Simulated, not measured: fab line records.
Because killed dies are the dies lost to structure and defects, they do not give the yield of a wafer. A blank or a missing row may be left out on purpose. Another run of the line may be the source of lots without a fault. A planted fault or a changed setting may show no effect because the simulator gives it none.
The same fault as seen by 2 desks ; flow rit cmos ; every desk sees just its own numbers, and what lay behind them comes last

THE TOOL OWNER'S DESK: iline stepper-01
The tool's own readings at RIT_NLDD_EXPOSE_03 (exposes mask M7, target cd 40700 nm): means of the sampled wafers that have a number, for each lot that ran on this tool. Marked OUT: a lot whose mean sits more than 4 standard deviations from the usual mean, which makes it out of limits; the brackets give that distance.
Columns: A = reticle temp C at RIT_NLDD_EXPOSE_03, usual 23.02 C; B = stage vel mm s at RIT_NLDD_EXPOSE_03, usual 499.99 mm/s
lot;first seen here;A;B
L349;day 3 02:37;23.09;500.03
L350;day 3 09:30;22.99;500.00
L352;day 3 18:40;23.03;500.25
L353;day 4 00:56;23.09;499.94
L355;day 4 13:52;23.06;499.87
L356;day 4 15:59;23.14;499.86
L357;day 4 20:26;23.00;499.97
L358;day 5 01:37;22.93;500.13
Result from this desk: across the 8 lots, nothing is out of limits.

FROM THE METROLOGY DESK
What the gauges read, lot by lot, whatever tool the lot ran on: means of the sampled wafers that have a number. Marked OUT: a lot whose mean sits more than 4 standard deviations from the usual mean, which makes it out of limits; the brackets give that distance.
Columns: A = NLDD_OVL at RIT_NLDD_OVL_MEAS_06, usual -0.7 nm
lot;first seen here;A
L347;day 2 19:47;-3.0
L349;day 3 03:01;-0.4
L350;day 3 09:54;-2.2
L351;day 3 13:14;-3.3
L352;day 3 19:04;-0.1
L353;day 4 01:33;-0.9
L354;day 4 06:46;1.4
L355;day 4 14:14;-301.5 (-99 or more) OUT
L356;day 4 16:22;-301.4 (-99 or more) OUT
L357;day 4 20:50;-301.8 (-99 or more) OUT
L358;day 5 02:01;-300.9 (-99 or more) OUT
L359;day 5 06:51;0.5
L360;day 5 11:51;1.2
L364;day 6 07:16;0.6
L368;day 7 02:41;0.8
L370;day 7 18:39;-0.9
Per this desk, out of limits: L355, L356, L357, L358; the first was L355, day 4 14:14 (NLDD_OVL at RIT_NLDD_OVL_MEAS_06). L347, L349, L350, L351, L352, L353, L354, L359, L360, L364, L368, L370: within limits.

ALL TOGETHER
On L355, L356, L357, L358, the metrology desk was in a position to raise an alarm at day 4 14:14.
The desk of the tool owner found nothing out of limits.
The tool owner's desk has L355, L356, L357, L358 on record, within its limits.
The lots listed all ran RIT_NLDD_EXPOSE_03 on iline stepper-01.

WHAT WAS PUT IN BY THE SIMULATOR
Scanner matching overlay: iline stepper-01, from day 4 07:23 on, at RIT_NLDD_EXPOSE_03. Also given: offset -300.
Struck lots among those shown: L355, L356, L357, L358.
Delay in hours, fault start to first out-of-limits reading, per desk: metrology desk 7.
